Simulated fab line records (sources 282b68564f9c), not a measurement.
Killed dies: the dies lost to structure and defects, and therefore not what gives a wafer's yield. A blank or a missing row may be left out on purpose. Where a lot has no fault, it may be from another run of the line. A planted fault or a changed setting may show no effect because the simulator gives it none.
A struck lot beside a sound one ; flow ritCmos ; 15 out of 202 route steps
Sound: these wafers, L462.2, L462.5, L462.6. Wafers L469.3, L469.5, L469.6 were the ones struck. Last of all comes the cause.
At each step with rows: each side's tool, then ch and its chambers, then its first start. Under that, the readings that differ: sound wafers ; struck wafers ; difference of the means ; sigmas: that difference in standard deviations of wafers without a fault.
alike: readings with means less than 2 such deviations apart, plus words and numbers identical on both sides. not compared: withheld readings, readings lacking a value on some wafer, bounds such as >300 that could conceal the same value, and numbers that have no deviation in the record and whose values overlap.
A row with sigmas, a row that says differs or no value, or rows on one side alone: a step with any of these is where the two part. Numbers that have no deviation but don't overlap get no sigmas and don't part them. A reading that every wafer of one side lacks parts them only if that side has two wafers or more.

first, 3 steps without rows for these wafers: RIT_SDANNEAL_CLEAN_00 (cleans in SC1, time 600 s); RIT_SDANNEAL_CLEAN_01 (cleans in dHF, time 30 s); RIT_SDANNEAL_CLEAN_02 (cleans in SC2, time 600 s).
RIT_SDANNEAL_RTA_03: time 5 s.
  sound on rtpAnneal-01 ch 0, day 4 17:26; struck on rtpAnneal-02 ch 0, day 6 09:16
  alike: annealTempCMax, wafer_temp_C_max
RIT_SDANNEAL_RS_MEAS_04: the measuring method here is four-point-probe.
  sound on filmMetro-03, day 4 17:30; struck on filmMetro-01, day 6 09:20
  alike: PSD_RS
RIT_SDANNEAL_RS_MEAS_05: the measuring method here is four-point-probe.
  sound on filmMetro-03, day 4 17:37; struck on filmMetro-01, day 6 09:28
  alike: NSD_RS
RIT_SDANNEAL_RS_MEAS_06: the measuring method here is four-point-probe.
  sound on filmMetro-03, day 4 17:44; struck on filmMetro-01, day 6 09:35
  alike: PLDD_RS
RIT_SDANNEAL_RS_MEAS_07: the measuring method here is four-point-probe.
  sound on filmMetro-03, day 4 17:52; struck on filmMetro-01, day 6 09:42
  alike: NLDD_RS
then, 1 step without rows for these wafers: RIT_SILICIDE_WET_ETCH_00 (etches SiO2 in BOE, target depth 14 nm, time 15 s).
RIT_SILICIDE_SPUTTER_01: material Ti, target thk 30 nm, time 240 s.
  sound on pvdSputter-01, day 4 17:58; struck on pvdSputter-04, day 6 09:47
  alike: throttleValvePct
RIT_SILICIDE_RS_MEAS_02: the measuring method here is four-point-probe.
  sound on filmMetro-04, day 4 18:08; struck on filmMetro-03, day 6 09:59
reading;sound;struck;difference;sigmas
SILICIDE_TI_RS (ohm/sq);48.8 49.9 49.4;48.1 47.5 47.6;-1.6;-2
RIT_SILICIDE_THK_MEAS_03: measures by xrf.
  sound on filmMetro-04, day 4 18:15; struck on filmMetro-03, day 6 10:05
reading;sound;struck;difference;sigmas
SILICIDE_TI_THK (nm);29.7 29.1 29.2;30.1 30.3 30.4;+0.9;+2
RIT_SILICIDE_RTA_04: time 10 s, ramp up 5 s, ramp down 5 s.
  sound on rtpAnneal-02 ch 0, day 4 18:19; struck on rtpAnneal-01 ch 0, day 6 10:08
reading;sound;struck;difference;sigmas
wafer_temp_C_max;653.3 653.3 654.6;656.4 656.9 657.4;+3.2;+4
then, 1 step without rows for these wafers: RIT_SILICIDE_WET_ETCH_05 (etches Ti in SPM, time 120 s).
RIT_M1_PROBE_99:
  sound on prober-02, day 5 00:58; struck on prober-01, day 6 17:30
  alike: killedAtContacts, killedAtFrontEnd, killedDies, killedOnRim, killedOpen, killedShort

WHERE THEY PART
First at RIT_SILICIDE_RS_MEAS_02; last, within this record, at RIT_SILICIDE_RTA_04. Later steps at which nothing parts them and some readings are alike: RIT_M1_PROBE_99.

WHY: the cause the simulator had injected
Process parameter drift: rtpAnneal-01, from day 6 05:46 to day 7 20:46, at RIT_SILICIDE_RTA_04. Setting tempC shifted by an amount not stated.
